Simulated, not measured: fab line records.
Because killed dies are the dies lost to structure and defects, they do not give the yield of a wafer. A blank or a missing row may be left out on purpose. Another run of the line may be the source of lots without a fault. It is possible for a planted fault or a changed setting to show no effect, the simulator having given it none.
fab line records    flow ritCmos
record: lots: 14  wafers: 42  lastDay: 7
route steps=202 shown PSD@142 M1@202
lots that met no fault: taken from a fault-free run of the same line
startH: hours from the record's opening day to when the first of the lot's shown wafers began    waitH: hours from the lot's prior step to this one    " as in the row above    L1.1+2: several wafers, shown together as one row    - no value, or no start given    * or withheld: withheld    < > ~ a bound
route shown NAME@n: names a module that has steps shown in the file, with the first one's number in the route    usual: mean/standard deviation of fault-free wafers    same: alike in all rows    chamber/n: place in a boat    sites: the reading at each site    _std_site: the values' standard deviation    _edge_site: outer sites' mean less inner sites'    radiusMm: for every site, how far away it sits from the centre of the wafer    mask NAME#n: copy n    behind: the most recent tool/chamber to have shaped the wafer    hold: what put the lot on hold/how long, in hours/how the hold closed    device: transistor that didn't switch, given as n, p or np    end of line: the same wafers' tests at the end of the route    where a step has no rows: the recipe by itself    killed: dies that structure and defects cost at the first sort, which is not the same as the wafer's yield    map: shows each die of a wafer: x if killed, . if not, _ if none is there
set.NAME: the run value of the setting; set.NAME@STEP: its run value at that earlier step    model.NAME: the simulator's own value behind a step, which no gauge read
one table for each step of the route and one row for each wafer, over a sample of lots
== steps ==
step: RIT_PSD_HMDS_00
recipe: primeTimeS: 60  primeTempC: 140
usual: primeTempC: 140.01/0.14
lot.wafer  tool           chamber  startH  waitH  primeTempC
L924.3     lithoTrack-01  0        53.23   0.1    139.92
L924.5     "              0        "       "      140.09
L924.6     "              0        "       "      139.95
L926.2     lithoTrack-01  0        63.17   0.1    140.08
L926.3     "              0        "       "      139.90
L926.6     "              0        "       "      140.27
L929.2     lithoTrack-04  0        78.93   0.1    140.21
L929.4     "              0        "       "      140.14
L929.5     "              0        "       "      139.94
L930.3     lithoTrack-03  0        79.98   0.1    140.05
L930.4     "              0        "       "      139.79
L930.6     "              0        "       "      139.98
L932.1     lithoTrack-04  0        88.16   0.1    140.07
L932.2     "              0        "       "      140.03
L932.5     "              0        "       "      140.08
L933.2     lithoTrack-04  0        94.38   0.1    140.17
L933.4     "              0        "       "      140.23
L933.6     "              0        "       "      140.15
L934.3     lithoTrack-04  0        101.50  0.1    140.01
L934.4     "              0        "       "      140.21
L934.5     "              0        "       "      139.99
L935.2     lithoTrack-03  0        104.18  0.1    140.04
L935.3     "              0        "       "      139.88
L935.5     "              0        "       "      140.03
L936.2     lithoTrack-03  0        108.66  0.1    140.05
L936.5     "              0        "       "      140.21
L936.6     "              0        "       "      140.10
L937.4     lithoTrack-03  0        112.28  0.2    139.76
L937.5     "              0        "       "      140.18
L937.6     "              0        "       "      139.95
L943.1     lithoTrack-04  0        143.12  0.1    139.00
L943.3     "              0        "       "      139.13
L943.6     "              0        "       "      138.87
L944.2     lithoTrack-04  0        148.47  0.1    138.89
L944.5     "              0        "       "      138.88
L944.6     "              0        "       "      138.81
L945.3     lithoTrack-03  0        154.90  0.1    140.20
L945.4     "              0        "       "      140.13
L945.6     "              0        "       "      140.27
L946.1     lithoTrack-03  0        159.47  0.1    139.59
L946.4     "              0        "       "      139.67
L946.6     "              0        "       "      139.69
step: RIT_M1_PROBE_99
usual: killedAtContacts: 0.2/0.38  killedAtFrontEnd: 6.7/3  killedDies: 6.9/3  killedOpen: 3.5/1.9  killedShort: 3.3/2
same: grossDies: 264  killed_at_M0_to_M3: 0  killed_at_M4_up: 0  killedAtBackSide: 0  killedAtOther: 0
lot.wafer  tool       chamber  startH  waitH  killedAtContacts  killedAtFrontEnd  killedDies  killedOpen  killedShort
L932.1     prober-01  -        97.75   0.1    0                 3                 3           1           2
L932.2     prober-01  -        97.80   0.1    1                 3                 4           3           0
L932.5     prober-01  -        97.95   0.2    1                 8                 9           2           6
L933.2     prober-02  -        103.82  0.1    0                 9                 9           7           2
L933.4     prober-02  -        103.92  0.2    0                 5                 5           2           3
L933.6     prober-02  -        104.02  0.2    0                 13                13          6           7
L934.3     prober-01  -        111.34  0.2    0                 6                 6           4           2
L934.4     prober-01  -        111.39  0.2    0                 3                 3           3           0
L934.5     prober-01  -        111.44  0.2    0                 6                 6           2           4
killed by level:class
L932.1 GATE:geometricParticle:short=2 GATE:geometricParticle:open=1
L932.2 REOX:geometricParticle:open=2 GATE:geometricParticle:open=1 CONTACT:coatMicrobubblePrinted=1
L932.5 GATE:geometricParticle:short=4 REOX:geometricParticle:open=1 REOX:geometricParticle:short=1 SPACER:geometricParticle:short=1 SILICIDE:geometricParticle:open=1 CONTACT:coatMicrobubblePrinted=1
L933.2 GATE:geometricParticle:open=5 FOX2:geometricParticle:open=1 FOX2:geometricParticle:short=1 REOX:geometricParticle:open=1 SILICIDE:geometricParticle:short=1
L933.4 GATE:geometricParticle:short=2 FOX1:geometricParticle:short=1 FOX2:geometricParticle:open=1 SILICIDE:geometricParticle:open=1
L933.6 GATE:geometricParticle:open=5 GATE:geometricParticle:short=3 REOX:geometricParticle:short=2 ACTIVE:geometricParticle:open=1 FOX1:geometricParticle:short=1 FOX2:geometricParticle:short=1
L934.3 GATE:geometricParticle:open=3 ACTIVE:geometricParticle:short=1 FOX2:geometricParticle:open=1 GATE:geometricParticle:short=1
L934.4 SPACER:geometricParticle:open=2 SILICIDE:geometricParticle:open=1
L934.5 GATE:geometricParticle:open=2 ACTIVE:geometricParticle:short=1 FOX2:geometricParticle:short=1 GATE:geometricParticle:short=1 SPACER:geometricParticle:short=1
== key ==
firstSign: step: RIT_PSD_HMDS_00  reading: primeTempC  direction: down  sigmas: 8  usual: *  struck: *
effect none on later readings
metAt RIT_PSD_HMDS_00
struckLots L943,L944
testerLeftOut L943,L944
onsetBetween 101.50 143.12
fault: kind: processParameterDrift  tool: lithoTrack-04  chamber: -  onsetH: 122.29  steps: RIT_PSD_HMDS_00  channel: primeTempC  offset: *  shape: step  endH: 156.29  actsIn: *  stated: *
testerLeftOut: of these lots the tester's yield and bins aren't shown, on N5 and GAA mostly nor the transistor test; their killed dies are dies lost to structure and defects alone, not to doping, threshold or leakage, so they don't give the yield
